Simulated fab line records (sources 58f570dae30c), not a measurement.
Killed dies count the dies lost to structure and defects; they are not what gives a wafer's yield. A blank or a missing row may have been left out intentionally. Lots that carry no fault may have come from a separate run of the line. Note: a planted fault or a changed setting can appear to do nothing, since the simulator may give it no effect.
Split-lot experiment	flow berkeley-cmos170	23 wafers read across 5 lots, on a route 331 steps long

SPLIT DETAILS
At UCB170_M1_COAT_04 (resist thk 900 nm), the setting spin-rpm was moved away from the recipe's 1500 rpm on 8 of the 23 wafers read, by -4.9% to +6.1%. This setting was run at the recipe's value on the other wafers.

The reading is taken at the split's own step.

THE READING
KrF_of_M1_COAT_04.thk-nm (the simulator's own value, which no gauge read), in nm, at UCB170_M1_COAT_04 (resist thk 900 nm). The file gives no usual value for it. Across the 15 wafers here that went through the recipe, the average is 901.7 nm and the standard deviation 2.7 nm.

wafer	tool, chamber at the split	spin-rpm as run, rpm	against the recipe	KrF_of_M1_COAT_04.thk-nm, nm	against lot-mates on the recipe
L074.1	litho-track-04, 0	1500	recipe	905.6	-
L074.2	litho-track-04, 0	1500	recipe	900.8	-
L074.3	litho-track-04, 0	1500	recipe	902.2	-
L074.4	litho-track-04, 0	1500	recipe	904.7	-
L074.5	litho-track-04, 0	1500	recipe	905.2	-
L076.1	litho-track-04, 0	1500	recipe	900.7	-
L076.4	litho-track-04, 0	1500	recipe	900.7	-
L076.3	litho-track-04, 0	1592	+6.1%	875.7	-25.9
L076.5	litho-track-04, 0	1592	+6.1%	876	-25.6
L076.6	litho-track-04, 0	1500	recipe	903.5	-
L077.1	litho-track-04, 0	1500	recipe	903.1	-
L077.2	litho-track-04, 0	1585	+5.7%	878.4	-25.3
L077.3	litho-track-04, 0	1585	+5.7%	881.3	-22.4
L077.4	litho-track-04, 0	1585	+5.7%	880.1	-23.6
L077.5	litho-track-04, 0	1500	recipe	904.2	-
L079.2	litho-track-01, 0	1500	recipe	897	-
L079.4	litho-track-01, 0	1500	recipe	895.9	-
L079.5	litho-track-01, 0	1500	recipe	899.4	-
L080.1	litho-track-03, 0	1500	recipe	900.9	-
L080.2	litho-track-03, 0	1426	-4.9%	923.2	+21.6
L080.3	litho-track-03, 0	1426	-4.9%	925.1	+23.5
L080.5	litho-track-03, 0	1500	recipe	902.3	-
L080.6	litho-track-03, 0	1426	-4.9%	923.8	+22.2

FIT RESULTS
A straight line over all 23 wafers: KrF_of_M1_COAT_04.thk-nm changes by -4.19 nm for each +1% of spin-rpm; r = -0.98; the points scatter about the line by 2.5 nm.
The same after taking each lot's own level away (the mean of its wafers on the recipe; 23 wafers): -4.32 nm for each +1%; r = -1.00; scatter 1.4 nm.
According to that fit, moving spin-rpm by its largest amount changes the reading by 26 nm.
Across the lots, their own levels run from 897.43 to 903.70 nm, a range of 2.3 times the standard deviation given above.
The two slopes are in agreement: the lot-to-lot level therefore moves the slope only a little.
Check: for one of the wafers moved furthest among these (+6.1%), held out of the fit, the line's prediction against its lot-mates is -26.2 nm. Against them it came out at -25.9 nm.

THE OTHER SPLITS THESE WAFERS WENT THROUGH
Before the reading, these wafers also passed through other splits. Each is held against what the fit with the lots' levels taken away leaves over:
other split on the same wafers	wafers away from the commonest value	r with KrF_of_M1_COAT_04.thk-nm (lot level and that fit taken away)
UCB170_BACKSIDE_COAT_01 spin-rpm	8	+0.07
UCB170_SILICIDE_SPUTTER_01 power-w	7	-0.05
UCB170_CONTACT_EXPOSE_12 dose-mj	7	+0.05

THE FILE'S OWN FIT
KrF_of_M1_COAT_04.thk-nm changes by -4.29 nm for each +1% of spin-rpm, r = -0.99.
